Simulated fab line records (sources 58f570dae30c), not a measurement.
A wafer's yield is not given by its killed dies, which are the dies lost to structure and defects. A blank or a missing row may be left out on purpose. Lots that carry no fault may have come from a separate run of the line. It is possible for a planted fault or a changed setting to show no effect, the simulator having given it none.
Which tool was responsible? -- flow berkeley cmos170 -- Sampling: 14 lots, 42 wafers, 6 of 331 route steps

WHAT EACH GAUGE READ, for each wafer
UCB170_PSD_TW_MEAS_10.
lot,measured,on,PSD_TW
L923,day 6 14:55,film metro-03,2298 2308 2318
L922,day 6 15:21,film metro-01,2335 2324 2333
L926,day 7 17:55,film metro-03,2309 2312 2327
L928,day 7 18:18,film metro-01,2310 2309 2300
L930,day 8 11:50,film metro-02,2322 2320 2324
L932,day 9 06:29,film metro-01,2357 2342 2339
L936,day 9 10:26,film metro-01,2325 2326 2345
L935,day 9 10:40,film metro-03,2305 2307 2318
L939,day 10 04:28,film metro-01,2312 2317 2323
L938,day 10 05:12,film metro-02,2341 2317 2328
L937,day 10 05:38,film metro-02,2321 2329 2329
L943,day 11 00:43,film metro-02,2332 2329 2334
L945,day 11 00:52,film metro-01,2325 2332 2313
L941,day 11 01:08,film metro-03,2325 2307 2302

UCB170_M1_CD_MEAS_90: the cd target is 700 nm.
lot,measured,on,cd nm (nm)
L923,day 7 02:33,cd sem-02,695.7 693.7 698.0
L922,day 7 02:39,cd sem-01,700.4 702.6 701.3
L926,day 8 05:01,cd sem-02,698.9 699.8 697.0
L928,day 8 05:13,cd sem-02,700.7 699.4 702.6
L930,day 9 01:14,cd sem-02,699.8 698.8 698.5
L932,day 9 20:16,cd sem-01,699.8 698.1 699.8
L936,day 9 22:35,cd sem-02,684.3 687.9 684.4
L935,day 9 23:32,cd sem-02,696.7 696.9 701.0
L939,day 10 19:56,cd sem-01,702.0 701.7 701.7
L938,day 10 21:50,cd sem-01,698.7 700.7 702.0
L937,day 10 22:12,cd sem-02,690.3 686.9 692.1
L943,day 11 11:37,cd sem-01,702.3 699.0 703.3
L945,day 11 14:19,cd sem-02,700.7 700.0 700.4
L941,day 11 13:38,cd sem-02,698.1 700.2 696.5

UCB170_M2_THK_MEAS_03: measures by xrf.
lot,measured,on,M2_AL_THK (nm)
L923,day 7 11:44,film metro-03,931 916 916
L922,day 7 11:58,film metro-01,927 917 907
L926,day 8 12:18,film metro-04,895 885 892
L928,day 8 11:57,film metro-03,928 919 914
L930,day 9 07:14,film metro-04,894 902 895
L932,day 10 03:35,film metro-01,912 916 904
L936,day 10 06:41,film metro-04,887 894 894
L935,day 10 06:05,film metro-01,889 895 890
L939,day 11 07:51,film metro-04,910 911 899
L938,day 11 10:08,film metro-04,908 904 926
L937,day 11 08:04,film metro-04,904 892 898
L943,day 11 18:30,film metro-04,898 904 899
L945,day 11 23:54,film metro-01,895 887 904
L941,day 12 00:18,film metro-01,888 888 907

TOOL THAT RAN EACH LOT (tool first, then ch and the chambers of the sampled wafers, then the start)
lot,UCB170_SDANNEAL_RTA_01,UCB170_M1_METAL_ETCH_12,UCB170_M1_STRIP_13
L923,"rtp anneal-02 ch 0, day 6 18:28","rie metal-02 ch 0,1, day 7 02:19","plasma asher-01 ch 0,1, day 7 02:26"
L922,"rtp anneal-02 ch 0, day 6 18:57","rie metal-03 ch 0,1, day 7 02:25","plasma asher-04 ch 0,1, day 7 02:33"
L926,"rtp anneal-02 ch 0, day 7 21:31","rie metal-02 ch 0,1, day 8 04:47","plasma asher-04 ch 0,1, day 8 04:54"
L928,"rtp anneal-02 ch 0, day 7 21:40","rie metal-03 ch 0,1, day 8 04:59","plasma asher-02 ch 0,1, day 8 05:07"
L930,"rtp anneal-01 ch 0, day 8 15:02","rie metal-04 ch 1, day 9 00:47","plasma asher-02 ch 0,1, day 9 01:08"
L932,"rtp anneal-01 ch 0, day 9 09:22","rie metal-02 ch 0,1, day 9 20:01","plasma asher-02 ch 0,1, day 9 20:09"
L936,"rtp anneal-01 ch 0, day 9 13:25","rie metal-03 ch 0,1, day 9 22:20","plasma asher-01 ch 1, day 9 22:28"
L935,"rtp anneal-02 ch 0, day 9 13:46","rie metal-02 ch 0,1, day 9 23:18","plasma asher-02 ch 0,1, day 9 23:26"
L939,"rtp anneal-02 ch 0, day 10 08:34","rie metal-04 ch 0, day 10 19:41","plasma asher-02 ch 0,1, day 10 19:49"
L938,"rtp anneal-02 ch 0, day 10 12:58","rie metal-04 ch 0,1, day 10 21:35","plasma asher-04 ch 0,1, day 10 21:43"
L937,"rtp anneal-01 ch 0, day 10 12:58","rie metal-03 ch 0,1, day 10 21:58","plasma asher-02 ch 0,1, day 10 22:06"
L943,"rtp anneal-02 ch 0, day 11 04:24","rie metal-02 ch 0,1, day 11 11:22","plasma asher-01 ch 0,1, day 11 11:29"
L945,"rtp anneal-01 ch 0, day 11 04:53","rie metal-04 ch 0,1, day 11 14:04","plasma asher-04 ch 0,1, day 11 14:12"
L941,"rtp anneal-02 ch 0, day 11 05:04","rie metal-02 ch 0,1, day 11 13:23","plasma asher-02 ch 0,1, day 11 13:31"
- UCB170_SDANNEAL_RTA_01: time 5 s.
- UCB170_M1_METAL_ETCH_12: etches Al in Cl2/BCl3, stops on PSG, target depth 780 nm, time 130 s.
- UCB170_M1_STRIP_13: strips in O2.

WHAT THE TOOLS THEMSELVES READ (means of the sampled wafers that have a number; where no wafer has one, the mark that the record gives instead)
UCB170_SDANNEAL_RTA_01.
lot,tool,lamp power pct (%),wafer_temp_C_max
L923,rtp anneal-02,39.46,1053.7
L922,rtp anneal-02,39.41,1054.0
L926,rtp anneal-02,39.47,1053.7
L928,rtp anneal-02,39.44,1052.9
L930,rtp anneal-01,39.88,1054.4
L932,rtp anneal-01,39.80,1054.5
L936,rtp anneal-01,39.83,1054.1
L935,rtp anneal-02,39.42,1054.5
L939,rtp anneal-02,39.42,1054.3
L938,rtp anneal-02,39.46,1053.6
L937,rtp anneal-01,39.84,1054.3
L943,rtp anneal-02,39.43,1054.2
L945,rtp anneal-01,39.83,1056.6
L941,rtp anneal-02,39.43,1053.6

UCB170_M1_METAL_ETCH_12.
lot,tool,bcl3 flow sccm (sccm),bias w (W),drypump motor current A (A),oes product au (a.u.),run length s (s),throttle valve pct (%)
L923,rie metal-02,44.96,120.2,5.9,0.864,158.2,24.39
L922,rie metal-03,44.88,120.0,5.7,0.877,158.0,24.24
L926,rie metal-02,44.93,120.3,6.1,0.861,158.3,24.37
L928,rie metal-03,45.07,120.4,5.7,0.877,158.2,24.35
L930,rie metal-04,45.08,120.2,5.1,0.853,162.2,24.47
L932,rie metal-02,45.08,120.1,6.1,0.859,158.3,24.36
L936,rie metal-03,45.10,120.2,5.7,0.736,210.1,24.41
L935,rie metal-02,45.12,120.1,5.9,0.854,158.0,24.38
L939,rie metal-04,44.86,120.0,4.9,0.848,158.4,24.73
L938,rie metal-04,45.24,120.1,5.0,0.846,159.1,24.55
L937,rie metal-03,45.02,119.9,5.7,0.733,210.1,24.43
L943,rie metal-02,44.97,120.3,6.1,0.867,158.1,24.36
L945,rie metal-04,45.12,119.8,5.0,0.854,158.7,24.55
L941,rie metal-02,44.91,120.1,6.0,0.868,158.1,24.37

UCB170_M1_STRIP_13.
lot,tool,drypump motor current A (A),oes product au (a.u.)
L923,plasma asher-01,6.3,0.719
L922,plasma asher-04,5.8,0.718
L926,plasma asher-04,6.2,0.720
L928,plasma asher-02,6.0,0.719
L930,plasma asher-02,6.0,0.724
L932,plasma asher-02,6.1,0.720
L936,plasma asher-01,6.8,0.594
L935,plasma asher-02,6.0,0.720
L939,plasma asher-02,6.1,0.725
L938,plasma asher-04,5.8,0.719
L937,plasma asher-02,6.0,0.598
L943,plasma asher-01,6.3,0.721
L945,plasma asher-04,6.1,0.722
L941,plasma asher-02,6.1,0.723

THE ANSWER, worked out from the rows above alone
Rule: what is usual is taken from the lots themselves. Put in order of their means at a reading, lots are off if they are a third of the lots or fewer, leave a main group of 4 or more, and stand apart from it by a gap of 3 or more times the standard deviation of the main group's means; of several such gaps the widest counts. The tables above print the reading to a certain number of digits; a main group whose means all agree to those digits is not used. Also off: a lot with no number at a reading for which 4 or more lots have one. Where the step has rows for the other lots, those lots are counted as sound. First the gauges in route order, then the tools' own readings, where a lot's mean is used as printed above. At the first step where some lot is off, the reading lying furthest off is the one used; lots without a number count as furthest.
Off, at UCB170_M1_CD_MEAS_90 on cd nm: L936, L937. Main group: mean 699.6 nm, sd 1.7.
If a tool, at a process step before that reading, ran all the lots that are off and no sound lot after the first of them, it fits. The gauges at UCB170_M1_CD_MEAS_90 aren't tried: what is off there is off at UCB170_M1_METAL_ETCH_12 too, on other tools, and a gauge's error can't cause that. One candidate fits, namely rie metal-03 at UCB170_M1_METAL_ETCH_12. Its last sound lot is L928 (day 8 04:59), its first lot that is off L936 (day 9 22:20): a fault that began between those two fits.
The tool's own readings at UCB170_M1_METAL_ETCH_12 bear it out: on the lots that are off they differ by more than 5 times the standard deviation of the sound lots' means. oes product au reads 0.734 a.u. there against 0.861 a.u. on the sound lots; run length s reads 210.1 s there against 158.6 s on the sound lots.

WHAT WAS PUT IN BY THE SIMULATOR
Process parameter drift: rie metal-03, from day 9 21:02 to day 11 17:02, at UCB170_M1_METAL_ETCH_12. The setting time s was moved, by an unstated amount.
Lots struck among those shown: L936, L937. The rule given above showed the same thing.
